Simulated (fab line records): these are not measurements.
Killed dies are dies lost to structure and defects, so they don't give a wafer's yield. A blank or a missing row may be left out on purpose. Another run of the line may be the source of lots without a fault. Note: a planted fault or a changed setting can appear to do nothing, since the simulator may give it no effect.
fab line records	flow berkeleyCmos170	part 1 of 2: steps 1 to 30 of 39
record: lots: 5	wafers: 15	lastDay: 11
route steps=331 shown ZERO@13 NWELL@14 PWELL@34
lots that met no fault: taken from a fault-free run of the same line
startH: hours from the record's first day to the start of the lot's first wafer shown	waitH: hours from the lot's prior step to this one	" as in the row above	L1.1+2: one row covering several wafers at once	- value missing, or start not given	* or withheld: withheld	< > ~ a bound
route shown NAME@n: NAME is a module with steps in the file, n the number in the route of the first one	usual: mean and standard deviation over wafers with no fault	same: alike in all rows	chamber/n: place in a boat	sites: each site's reading	_std_site: the values' standard deviation	_edge_site: inner sites' mean taken away from outer sites' mean	radiusMm: how far each site lies from the wafer's centre	mask NAME#n: copy n	behind: the last tool/chamber to shape the wafer	hold: what put the lot on hold/how long, in hours/how the hold closed	device: names the non-switching transistor (n, p or np)	end of line: the route-end tests of the same wafers	where a step has no rows: the recipe by itself	killed: dies that structure and defects cost at the first sort, which is not the same as the wafer's yield	map: a wafer's dies, marking killed ones x, the rest . and places with no die _
set.NAME: the run value of the setting; set.NAME@STEP: its run value at that earlier step	model.NAME: the simulator's own value behind a step, which no gauge read
lots at selected steps of the route; one table per step, one row per wafer
services: when a tool's chamber went out of use (startH, in hours from the record's first day, below 0 if earlier), for how many hours, and the reason
== steps ==
step: UCB170_ZERO_STRIP_07
recipe: chemistry: O2	powerW: 400	pressureMtorr: 3500	platenTempC: withheld	o2FlowSccm: 400	overashFraction: 0.5
usual: chamberPressureMTorr: 3500/3.1	drypumpMotorCurrentA: 5.4/0.38	oesProductAu: 0.727/0.005	stripTimeToEndpointS: 21.50/0.072
lot.wafer	tool	chamber	startH	waitH	chamberPressureMTorr	drypumpMotorCurrentA	oesProductAu	rfHoursCounterH	stripTimeToEndpointS
L074.1	plasmaAsher-02	1	17.05	0.0	3500	5.3	0.733	29	21.44
L074.2	"	0	"	"	3499	5.5	0.722	29	21.61
L074.5	"	1	"	"	3497	5.3	0.718	-	21.55
L077.2	plasmaAsher-03	1	30.58	0.0	3500	5.8	0.727	23	21.46
L077.3	"	0	"	"	3500	5.0	0.724	-	21.50
L077.5	"	1	"	"	3505	5.8	0.720	-	21.46
L079.1	plasmaAsher-01	1	42.07	0.0	3502	5.9	0.724	33	21.56
L079.5	"	1	"	"	3502	5.9	0.729	-	21.51
L079.6	"	0	"	"	3504	4.9	0.730	-	21.57
L088.2	plasmaAsher-02	0	88.32	0.0	3501	5.6	0.729	38	21.46
L088.3	"	1	"	"	3501	5.3	0.717	-	21.48
L088.5	"	0	"	"	3501	5.5	0.724	-	21.44
L097.1	plasmaAsher-02	0	133.86	0.0	3497	5.5	0.719	44	21.55
L097.3	"	0	"	"	3502	5.5	0.729	-	21.59
L097.5	"	1	"	"	3501	5.3	0.720	-	21.65
step: UCB170_NWELL_WET_ETCH_00
recipe: chemistry: dHF	dilution: 25:1	target: SiO2	tempC: 25	timeS: 200
lot.wafer	tool	chamber	startH	waitH
L074.1+2+5	wetBench-03	3	17.15	0.1
L077.2+3+5	wetBench-04	3	30.95	0.3
L079.1+5+6	wetBench-02	0	42.17	0.1
L088.2+3+5	wetBench-04	0	88.42	0.1
L097.1+3+5	wetBench-04	0	134.01	0.1
step: UCB170_NWELL_OXIDATION_01
recipe: tempC: 1000	ambient: O2	targetThkA: 264	oxTimeS: 1260
usual: tube_center_temp_C_max: 1002.6/0.44
lot.wafer	tool	chamber	startH	waitH	tube_center_temp_C_max
L074.1	furnace-02	0	18.78	1.6	1003.1
L074.2	"	0	"	"	1003.7
L074.5	"	0	"	"	1002.4
L077.2	furnace-04	0	32.29	1.3	1002.3
L077.3	"	0	"	"	1002.5
L077.5	"	0	"	"	1002.5
L079.1	furnace-02	0	44.64	2.3	1002.4
L079.5	"	0	"	"	1002.6
L079.6	"	0	"	"	1002.8
L088.2	furnace-01	0	90.15	1.6	1002.2
L088.3	"	0	"	"	1002.8
L088.5	"	0	"	"	1002.0
L097.1	furnace-02	0	135.56	1.5	1003.3
L097.3	"	0	"	"	1003.2
L097.5	"	0	"	"	1003.3
step: UCB170_NWELL_THK_MEAS_02
recipe: reads: SiO2_of_NWELL_OXIDATION_01
usual: NWELL_OXIDE_THK: 26.3/0.42
lot.wafer	tool	chamber	startH	waitH	NWELL_OXIDE_THK[nm]
L074.1	filmMetro-03	-	20.13	0.0	25.9
L074.2	"	-	"	"	26.2
L074.5	"	-	"	"	26.3
L077.2	filmMetro-02	-	33.65	0.0	25.8
L077.3	"	-	"	"	25.8
L077.5	"	-	"	"	25.6
L079.1	filmMetro-04	-	45.99	0.0	26.0
L079.5	"	-	"	"	26.1
L079.6	"	-	"	"	26.1
L088.2	filmMetro-02	-	91.51	0.0	25.3
L088.3	"	-	"	"	25.4
L088.5	"	-	"	"	26.1
L097.1	filmMetro-02	-	136.91	0.0	25.9
L097.3	"	-	"	"	26.2
L097.5	"	-	"	"	26.4
step: UCB170_NWELL_ANNEAL_03
recipe: tempC: 1000	timeS: 900	ambient: N2
usual: tube_center_temp_C_max: 1002.6/0.41
lot.wafer	tool	chamber	startH	waitH	tube_center_temp_C_max
L074.1	furnace-02	0	21.38	1.2	1002.8
L074.2	"	0	"	"	1002.7
L074.5	"	0	"	"	1003.3
L077.2	furnace-04	0	35.14	1.5	1002.7
L077.3	"	0	"	"	1002.6
L077.5	"	0	"	"	1002.8
L079.1	furnace-04	0	47.59	1.6	1002.0
L079.5	"	0	"	"	1002.0
L079.6	"	0	"	"	1002.4
L088.2	furnace-02	0	93.02	1.5	1002.5
L088.3	"	0	"	"	1003.8
L088.5	"	0	"	"	1002.7
L097.1	furnace-02	0	138.58	1.7	1002.0
L097.3	"	0	"	"	1002.6
L097.5	"	0	"	"	1002.1
step: UCB170_NWELL_CVD_04
recipe: material: Si3N4	targetThkNm: 224	tempC: 800	precursor: SiH2Cl2/NH3	timeS: 3360	pressureMtorr: 200	sih2cl2FlowSccm: 25	nh3FlowSccm: 75
lot.wafer	tool	chamber	startH	waitH
L074.1+2+5	lpcvd-01	0	23.44	0.8
L077.2+3+5	lpcvd-01	0	36.39	0.0
L079.1+5+6	lpcvd-01	1	50.96	2.1
L088.2+3+5	lpcvd-02	1	94.27	0.0
L097.1+3+5	lpcvd-01	0	139.83	0.0
step: UCB170_NWELL_THK_MEAS_05
recipe: reads: Si3N4_of_NWELL_CVD_04
usual: NWELL_NITRIDE_THK: 223.9/2
lot.wafer	tool	chamber	startH	waitH	NWELL_NITRIDE_THK[nm]
L074.1	filmMetro-02	-	25.37	0.0	224.0
L074.2	"	-	"	"	225.8
L074.5	"	-	"	"	224.0
L077.2	filmMetro-02	-	39.36	0.1	223.3
L077.3	"	-	"	"	222.9
L077.5	"	-	"	"	223.2
L079.1	filmMetro-03	-	52.90	0.0	221.7
L079.5	"	-	"	"	224.8
L079.6	"	-	"	"	222.7
L088.2	filmMetro-03	-	96.22	0.0	224.1
L088.3	"	-	"	"	225.1
L088.5	"	-	"	"	224.5
L097.1	filmMetro-03	-	141.76	0.0	223.9
L097.3	"	-	"	"	223.3
L097.5	"	-	"	"	224.9
step: UCB170_NWELL_HMDS_06
recipe: primeTimeS: 60	primeTempC: 100
lot.wafer	tool	chamber	startH	waitH
L074.1+2+5	lithoTrack-03	0	26.42	1.0
L077.2+3+5	lithoTrack-02	0	39.44	0.1
L079.1+5+6	lithoTrack-02	0	53.05	0.1
L088.2+3+5	lithoTrack-03	0	96.32	0.1
L097.1+3+5	lithoTrack-03	0	141.92	0.1
step: UCB170_NWELL_COAT_07
recipe: resist: KrF	spinRpm: 1500	resistThkNm: 900
lot.wafer	tool	chamber	startH	waitH
L074.1+2+5	lithoTrack-03	0	26.57	0.1
L077.2+3+5	lithoTrack-02	0	39.59	0.1
L079.1+5+6	lithoTrack-02	0	53.20	0.1
L088.2+3+5	lithoTrack-03	0	96.47	0.1
L097.1+3+5	lithoTrack-03	0	142.07	0.1
step: UCB170_NWELL_SOFTBAKE_08
recipe: resist: KrF	tempC: 130	timeS: 60
usual: heaterPowerTotalW: 56.80/0.047
lot.wafer	tool	chamber	startH	waitH	heaterPowerTotalW
L074.1	lithoTrack-03	0	26.72	0.1	56.84
L074.2	"	0	"	"	56.76
L074.5	"	0	"	"	56.79
L077.2	lithoTrack-02	0	39.74	0.1	56.81
L077.3	"	0	"	"	56.77
L077.5	"	0	"	"	56.71
L079.1	lithoTrack-02	0	53.35	0.1	56.84
L079.5	"	0	"	"	56.79
L079.6	"	0	"	"	56.85
L088.2	lithoTrack-03	0	96.62	0.1	56.78
L088.3	"	0	"	"	56.76
L088.5	"	0	"	"	56.85
L097.1	lithoTrack-03	0	142.22	0.1	56.83
L097.3	"	0	"	"	56.86
L097.5	"	0	"	"	56.80
step: UCB170_NWELL_EXPOSE_09
recipe: maskId: NWELL	targetCdNm: 3000	na: 0.5	sigmaOuter: 0.6	sourceShape: conventional	doseMj: 25
lot.wafer	tool	chamber	startH	waitH	mask
L074.1+2+5	krfScanner-02	0	26.99	0.2	NWELL#0
L077.2+3+5	krfScanner-01	0	40.06	0.3	NWELL#0
L079.1+5+6	krfScanner-01	0	53.62	0.2	NWELL#0
L088.2+3+5	krfScanner-01	0	96.89	0.2	NWELL#0
L097.1+3+5	krfScanner-02	0	142.67	0.4	NWELL#0
step: UCB170_NWELL_PEB_10
recipe: pebTempC: 130	pebTimeS: withheld	resist: KrF
usual: heaterPowerTotalW: 56.81/0.04
lot.wafer	tool	chamber	startH	waitH	heaterPowerTotalW
L074.1	lithoTrack-01	0	27.98	1.0	56.82
L074.2	"	0	"	"	56.85
L074.5	"	0	"	"	56.76
L077.2	lithoTrack-02	0	40.38	0.3	56.87
L077.3	"	0	"	"	56.83
L077.5	"	0	"	"	56.80
L079.1	lithoTrack-02	0	53.95	0.3	56.84
L079.5	"	0	"	"	56.78
L079.6	"	0	"	"	56.81
L088.2	lithoTrack-02	0	97.01	0.1	56.82
L088.3	"	0	"	"	56.82
L088.5	"	0	"	"	56.80
L097.1	lithoTrack-02	0	142.78	0.1	56.82
L097.3	"	0	"	"	56.76
L097.5	"	0	"	"	56.84
step: UCB170_NWELL_DEVELOP_11
recipe: developer: TMAH	developTimeS: 45	resist: KrF	devTempC: 21
lot.wafer	tool	chamber	startH	waitH
L074.1+2+5	lithoTrack-01	0	-	-
L077.2+3+5	lithoTrack-02	0	-	-
L079.1+5+6	lithoTrack-02	0	-	-
L088.2+3+5	lithoTrack-02	0	-	-
L097.1+3+5	lithoTrack-02	0	-	-
step: UCB170_NWELL_OVL_MEAS_12
usual: NWELL_OVL: 0/4.4
lot.wafer	tool	chamber	startH	waitH	NWELL_OVL[nm]
L074.1	overlay-02	-	28.26	-	-8
L074.2	"	-	"	"	-2
L074.5	"	-	"	"	0
L077.2	overlay-02	-	40.64	-	-4
L077.3	"	-	"	"	1
L077.5	"	-	"	"	-3
L079.1	overlay-02	-	54.22	-	6
L079.5	"	-	"	"	0
L079.6	"	-	"	"	1
L088.2	overlay-01	-	97.27	-	1
L088.3	"	-	"	"	1
L088.5	"	-	"	"	7
L097.1	overlay-01	-	143.06	-	1
L097.3	"	-	"	"	8
L097.5	"	-	"	"	0
step: UCB170_NWELL_ETCH_13
recipe: chemistry: CH3F/Ar/O2	target: Si3N4	stopOn: SiO2	CH3F_flow_sccm: 20	Ar_flow_sccm: 50	O2_flow_sccm: 7	pressureMtorr: 50	rfW: 450	targetDepthA: 2464	overEtchFrac: 0.1	timeS: 154
usual: chamberPressureMTorr: 50.00/0.047	drypumpMotorCurrentA: 5.8/0.35	oesProductAu: 0.937/0.017	throttleValvePct: 8.06/0.093
lot.wafer	tool	chamber	startH	waitH	chamberPressureMTorr	drypumpMotorCurrentA	oesProductAu	rfHoursCounterH	throttleValvePct
L074.1	rieDiel-01	3	28.30	0.0	49.99	4.9	0.962	81	8.06
L074.2	"	2	"	"	50.01	6.3	0.924	84	8.18
L074.5	"	0	"	"	50.00	5.6	0.929	-	8.06
L077.2	rieDiel-01	2	40.67	0.0	50.02	6.3	0.917	84	8.19
L077.3	"	3	"	"	50.04	4.9	0.960	82	8.05
L077.5	"	3	"	"	49.99	4.9	0.973	-	8.05
L079.1	rieDiel-03	1	54.26	0.0	50.02	5.5	0.911	133	8.04
L079.5	"	3	"	"	49.92	6.0	0.950	-	7.95
L079.6	"	0	"	"	49.95	5.7	0.907	-	8.05
L088.2	rieDiel-03	1	97.30	0.0	50.02	5.5	0.924	135	8.04
L088.3	"	0	"	"	49.97	5.7	0.920	13	8.03
L088.5	"	0	"	"	49.99	5.7	0.916	-	8.04
L097.1	rieDiel-03	1	143.10	0.0	50.02	5.5	0.909	137	8.03
L097.3	"	0	"	"	50.03	5.7	0.917	14	8.03
L097.5	"	0	"	"	50.01	5.7	0.913	-	8.05
step: UCB170_NWELL_IMPLANT_14
recipe: species: P	doseCm2: 1e+13	energyKev: 150	tiltDeg: 7
usual: doseIonsCm2: 1e+13/9.5e+09	tiltDeg: 6.999/0.023
lot.wafer	tool	chamber	startH	waitH	doseIonsCm2	tiltDeg
L074.1	implanter-04	0	28.40	0.1	9.994e+12	6.967
L074.2	"	0	"	"	1.0023e+13	6.961
L074.5	"	0	"	"	1.0022e+13	6.997
L077.2	implanter-01	0	40.79	0.1	1.0003e+13	7.016
L077.3	"	0	"	"	1.0007e+13	7.010
L077.5	"	0	"	"	1.0009e+13	7.001
L079.1	implanter-01	0	54.36	0.1	9.99e+12	7.009
L079.5	"	0	"	"	9.995e+12	7.010
L079.6	"	0	"	"	1e+13	7.001
L088.2	implanter-04	0	97.43	0.1	1.0009e+13	7.052
L088.3	"	0	"	"	9.987e+12	7.007
L088.5	"	0	"	"	9.999e+12	6.993
L097.1	implanter-02	0	143.20	0.1	1e+13	7.065
L097.3	"	0	"	"	1.0004e+13	7.036
L097.5	"	0	"	"	1e+13	7.017
step: UCB170_NWELL_STRIP_15
recipe: chemistry: O2	powerW: 400	pressureMtorr: 3500	platenTempC: withheld	o2FlowSccm: 400	overashFraction: 0.5
usual: chamberPressureMTorr: 3499/3.3	drypumpMotorCurrentA: 5.7/0.55	oesProductAu: 0.721/0.0048	stripTimeToEndpointS: 18.04/0.091
lot.wafer	tool	chamber	startH	waitH	chamberPressureMTorr	drypumpMotorCurrentA	oesProductAu	rfHoursCounterH	stripTimeToEndpointS
L074.1	plasmaAsher-04	1	28.55	0.1	3498	6.3	0.716	30	18.12
L074.2	"	0	"	"	3499	6.5	0.726	30	18.14
L074.5	"	1	"	"	3499	6.3	0.729	-	18.12
L077.2	plasmaAsher-01	0	40.92	0.1	3502	4.8	0.723	33	18.18
L077.3	"	1	"	"	3497	5.9	0.721	-	18.11
L077.5	"	0	"	"	3501	4.8	0.724	-	18.10
L079.1	plasmaAsher-02	1	54.51	0.1	3505	5.3	0.720	34	18.11
L079.5	"	0	"	"	3501	5.5	0.725	-	17.95
L079.6	"	1	"	"	3498	5.3	0.724	-	17.89
L088.2	plasmaAsher-02	1	97.55	0.1	3495	5.3	0.717	39	18.27
L088.3	"	1	"	"	3496	5.3	0.714	-	18.01
L088.5	"	1	"	"	3501	5.3	0.721	-	18.10
L097.1	plasmaAsher-01	1	143.35	0.1	3495	5.9	0.723	3	18.10
L097.3	"	1	"	"	3503	5.9	0.716	-	18.01
L097.5	"	0	"	"	3497	4.8	0.726	-	17.91
step: UCB170_NWELL_TW_MEAS_16
usual: NWELL_TW: 1250/9.3
lot.wafer	tool	chamber	startH	waitH	NWELL_TW
L074.1	filmMetro-04	-	28.65	0.1	1248
L074.2	"	-	"	"	1245
L074.5	"	-	"	"	1250
L077.2	filmMetro-02	-	41.03	0.1	1268
L077.3	"	-	"	"	1263
L077.5	"	-	"	"	1267
L079.1	filmMetro-02	-	54.61	0.1	1261
L079.5	"	-	"	"	1253
L079.6	"	-	"	"	1259
L088.2	filmMetro-02	-	97.66	0.1	1264
L088.3	"	-	"	"	1262
L088.5	"	-	"	"	1277
L097.1	filmMetro-03	-	143.45	0.1	1249
L097.3	"	-	"	"	1231
L097.5	"	-	"	"	1243
step: UCB170_NWELL_CLEAN_17
recipe: chemistry: SPM	tempC: 120	timeS: 600
lot.wafer	tool	chamber	startH	waitH
L074.1+2+5	wetBench-04	2	30.77	2.1
L077.2+3+5	wetBench-03	1	41.08	0.0
L079.1+5+6	wetBench-04	2	55.33	0.7
L088.2+3+5	wetBench-02	0	98.48	0.8
L097.1+3+5	wetBench-04	0	143.51	0.1
step: UCB170_NWELL_WET_ETCH_18
recipe: chemistry: H3PO4	target: Si3N4	tempC: 160	timeS: 14400
lot.wafer	tool	chamber	startH	waitH
L074.1+2+5	wetBench-04	0	31.24	0.3
L077.2+3+5	wetBench-03	1	41.25	0.0
L079.1+5+6	wetBench-03	2	55.57	0.1
L088.2+3+5	wetBench-04	1	98.69	0.0
L097.1+3+5	wetBench-02	1	143.68	0.0
step: UCB170_NWELL_WET_ETCH_19
recipe: chemistry: BOE	dilution: 5:1	target: SiO2	tempC: 25	timeS: 22
lot.wafer	tool	chamber	startH	waitH
L074.1+2+5	wetBench-04	1	35.70	0.4
L077.2+3+5	wetBench-03	3	45.66	0.4
L079.1+5+6	wetBench-03	1	60.35	0.4
L088.2+3+5	wetBench-04	0	103.06	0.0
L097.1+3+5	wetBench-03	0	147.71	0.0
step: UCB170_PWELL_CLEAN_00
recipe: chemistry: SPM	tempC: 120	timeS: 600
lot.wafer	tool	chamber	startH	waitH
L074.1+2+5	wetBench-04	0	39.22	3.5
L077.2+3+5	wetBench-04	2	45.69	0.0
L079.1+5+6	wetBench-03	0	61.09	0.7
L088.2+3+5	wetBench-04	0	103.08	0.0
L097.1+3+5	wetBench-02	2	147.87	0.1
step: UCB170_PWELL_CLEAN_01
recipe: chemistry: dHF	dilution: 25:1	timeS: 60
lot.wafer	tool	chamber	startH	waitH
L074.1+2+5	wetBench-04	1	39.87	0.5
L077.2+3+5	wetBench-04	1	45.87	0.0
L079.1+5+6	wetBench-03	2	61.53	0.3
L088.2+3+5	wetBench-02	2	103.29	0.0
L097.1+3+5	wetBench-04	1	148.10	0.1
step: UCB170_PWELL_OXIDATION_02
recipe: tempC: 1000	ambient: O2	targetThkA: 264	oxTimeS: 1260
usual: tube_center_temp_C_max: 1002.6/0.46
lot.wafer	tool	chamber	startH	waitH	tube_center_temp_C_max
L074.1	furnace-03	0	41.00	1.1	1002.5
L074.2	"	0	"	"	1002.6
L074.5	"	0	"	"	1002.8
L077.2	furnace-02	0	47.24	1.3	1003.3
L077.3	"	0	"	"	1002.4
L077.5	"	0	"	"	1003.0
L079.1	furnace-02	0	64.46	2.9	1002.3
L079.5	"	0	"	"	1002.6
L079.6	"	0	"	"	1002.3
L088.2	furnace-03	0	104.82	1.5	1002.1
L088.3	"	0	"	"	1002.2
L088.5	"	0	"	"	1002.8
L097.1	furnace-02	0	150.55	2.4	1003.5
L097.3	"	0	"	"	1002.1
L097.5	"	0	"	"	1002.6
step: UCB170_PWELL_THK_MEAS_03
recipe: reads: SiO2_of_PWELL_OXIDATION_02
usual: PWELL_OXIDE_THK: 26.3/0.6
lot.wafer	tool	chamber	startH	waitH	PWELL_OXIDE_THK[nm]
L074.1	filmMetro-03	-	42.35	0.0	26.6
L074.2	"	-	"	"	25.9
L074.5	"	-	"	"	26.7
L077.2	filmMetro-04	-	48.60	0.0	25.2
L077.3	"	-	"	"	25.1
L077.5	"	-	"	"	25.3
L079.1	filmMetro-04	-	65.81	0.0	26.7
L079.5	"	-	"	"	26.8
L079.6	"	-	"	"	26.5
L088.2	filmMetro-04	-	106.18	0.0	25.4
L088.3	"	-	"	"	25.6
L088.5	"	-	"	"	25.6
L097.1	filmMetro-04	-	151.90	0.0	26.3
L097.3	"	-	"	"	26.1
L097.5	"	-	"	"	26.0
step: UCB170_PWELL_ANNEAL_04
recipe: tempC: 1000	timeS: 900	ambient: N2
usual: tube_center_temp_C_max: 1002.6/0.41
lot.wafer	tool	chamber	startH	waitH	tube_center_temp_C_max
L074.1	furnace-03	0	45.35	3.0	1002.7
L074.2	"	0	"	"	1002.6
L074.5	"	0	"	"	1002.2
L077.2	furnace-02	0	49.93	1.3	1002.1
L077.3	"	0	"	"	1002.4
L077.5	"	0	"	"	1003.0
L079.1	furnace-02	0	70.08	4.3	1002.0
L079.5	"	0	"	"	1002.3
L079.6	"	0	"	"	1002.4
L088.2	furnace-01	0	108.00	1.8	1002.3
L088.3	"	0	"	"	1002.6
L088.5	"	0	"	"	1002.3
L097.1	furnace-01	0	154.93	3.0	1002.7
L097.3	"	0	"	"	1002.9
L097.5	"	0	"	"	1002.9
step: UCB170_PWELL_CVD_05
recipe: material: Si3N4	targetThkNm: 220	tempC: 800	precursor: SiH2Cl2/NH3	timeS: 3300	pressureMtorr: 200	sih2cl2FlowSccm: 25	nh3FlowSccm: 75
lot.wafer	tool	chamber	startH	waitH
L074.1+2+5	lpcvd-02	1	50.42	3.8
L077.2+3+5	lpcvd-01	1	52.90	1.7
L079.1+5+6	lpcvd-02	1	71.33	0.0
L088.2+3+5	lpcvd-02	0	109.25	0.0
L097.1+3+5	lpcvd-01	1	156.18	0.0
step: UCB170_PWELL_THK_MEAS_06
recipe: reads: Si3N4_of_PWELL_CVD_05
usual: PWELL_NITRIDE_THK: 219.4/2.2
lot.wafer	tool	chamber	startH	waitH	PWELL_NITRIDE_THK[nm]
L074.1	filmMetro-01	-	52.34	0.0	221.8
L074.2	"	-	"	"	222.9
L074.5	"	-	"	"	223.0
L077.2	filmMetro-04	-	54.82	0.0	221.4
L077.3	"	-	"	"	220.3
L077.5	"	-	"	"	221.8
L079.1	filmMetro-04	-	73.24	0.0	216.2
L079.5	"	-	"	"	214.8
L079.6	"	-	"	"	216.2
L088.2	filmMetro-03	-	111.17	0.0	219.7
L088.3	"	-	"	"	217.7
L088.5	"	-	"	"	217.4
L097.1	filmMetro-01	-	158.09	0.0	220.2
L097.3	"	-	"	"	220.1
L097.5	"	-	"	"	220.2
step: UCB170_PWELL_HMDS_07
recipe: primeTimeS: 60	primeTempC: 100
lot.wafer	tool	chamber	startH	waitH
L074.1+2+5	lithoTrack-03	0	52.46	0.1
L077.2+3+5	lithoTrack-02	0	54.97	0.1
L079.1+5+6	lithoTrack-02	0	73.49	0.2
L088.2+3+5	lithoTrack-03	0	111.90	0.7
L097.1+3+5	lithoTrack-02	0	158.27	0.2
step: UCB170_PWELL_COAT_08
recipe: resist: KrF	spinRpm: 1500	resistThkNm: 900
lot.wafer	tool	chamber	startH	waitH
L074.1+2+5	lithoTrack-03	0	52.61	0.1
L077.2+3+5	lithoTrack-02	0	55.12	0.1
L079.1+5+6	lithoTrack-02	0	73.64	0.1
L088.2+3+5	lithoTrack-03	0	112.05	0.1
L097.1+3+5	lithoTrack-02	0	158.42	0.1
